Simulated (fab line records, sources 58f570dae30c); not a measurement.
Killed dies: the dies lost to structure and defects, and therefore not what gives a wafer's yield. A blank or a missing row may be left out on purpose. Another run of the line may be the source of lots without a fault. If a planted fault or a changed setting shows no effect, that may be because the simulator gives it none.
One fault seen from 2 desks || flow berkeley_cmos170 || only its own numbers are on each desk; what lay behind them is given at the end

FROM THE METROLOGY DESK
What the gauges read for every lot (on any tool): the sampled wafers with a number, averaged. Any lot whose mean is over 4 standard deviations away from the usual mean is out of limits and marked OUT; that distance is given in the brackets.
Columns: A = PFIELD_TW at UCB170_PFIELD_TW_MEAS_09, usual 602; B = FIELD_OXIDE_THK at UCB170_FIELD_THK_MEAS_02, usual 566 nm; C = FIELD_OXIDE_LEFT_1_THK at UCB170_FIELD_THK_MEAS_90, usual 450 nm; D = SACOX_OXIDE_THK at UCB170_SACOX_THK_MEAS_02, usual 14.37 nm
{"lot": "L157", "first seen here": "day 5 10:49", "A": 603, "B": 550, "C": 433, "D": 14.81}
{"lot": "L164", "first seen here": "day 6 11:29", "A": 607, "B": 565, "C": 449, "D": 14.26}
{"lot": "L161", "first seen here": "day 6 11:53", "A": 602, "B": 595, "C": 479, "D": 14.26}
{"lot": "L160", "first seen here": "day 6 12:17", "A": 605, "B": 583, "C": 466, "D": 13.93}
{"lot": "L163", "first seen here": "day 6 12:34", "A": 603, "B": 582, "C": 464, "D": 14.46}
{"lot": "L166", "first seen here": "day 7 02:26", "A": 605, "B": 551, "C": 433, "D": 14.13}
{"lot": "L178", "first seen here": "day 9 22:50", "A": 599, "B": 575, "C": 459, "D": 14.52}
This desk's finding: nothing out of limits on any of the 7 lots.

TOOL OWNER'S DESK, wet_bench-02
The tool's own readings at UCB170_SCREENOX_WET_ETCH_00 (etches SiO2 in dHF, time 200 s): means of the sampled wafers that have a number, for each lot that ran on this tool. Any lot whose mean is over 4 standard deviations away from the usual mean is out of limits and marked OUT; that distance is given in the brackets.
Columns: A = run_length_s at UCB170_SCREENOX_WET_ETCH_00, usual 227.0 s
{"lot": "L157", "first seen here": "day 6 06:55", "A": 225.6}
{"lot": "L160", "first seen here": "day 7 10:42", "A": 225.5}
{"lot": "L161", "first seen here": "day 7 10:46", "A": "393.3 (+55) OUT"}
{"lot": "L163", "first seen here": "day 7 10:46", "A": "395.7 (+56) OUT"}
{"lot": "L164", "first seen here": "day 7 10:50", "A": "395.3 (+56) OUT"}
This desk's finding: out of limits on L161, L163, L164; first on L161, day 7 10:46 (run_length_s at UCB170_SCREENOX_WET_ETCH_00). In limits: L157, L160.

PUT TOGETHER
The tool owner's desk could have raised an alarm at day 7 10:46, on L161, L163, L164.
The metrology desk saw nothing out of limits.
The metrology desk holds a record of L161, L163, L164, inside its limits.
Every lot named ran UCB170_SCREENOX_WET_ETCH_00 on wet_bench-02.

WHAT THE SIMULATOR PUT IN
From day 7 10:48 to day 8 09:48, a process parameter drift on wet_bench-02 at UCB170_SCREENOX_WET_ETCH_00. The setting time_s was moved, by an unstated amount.
Lots struck among those shown: L161, L163, L164.
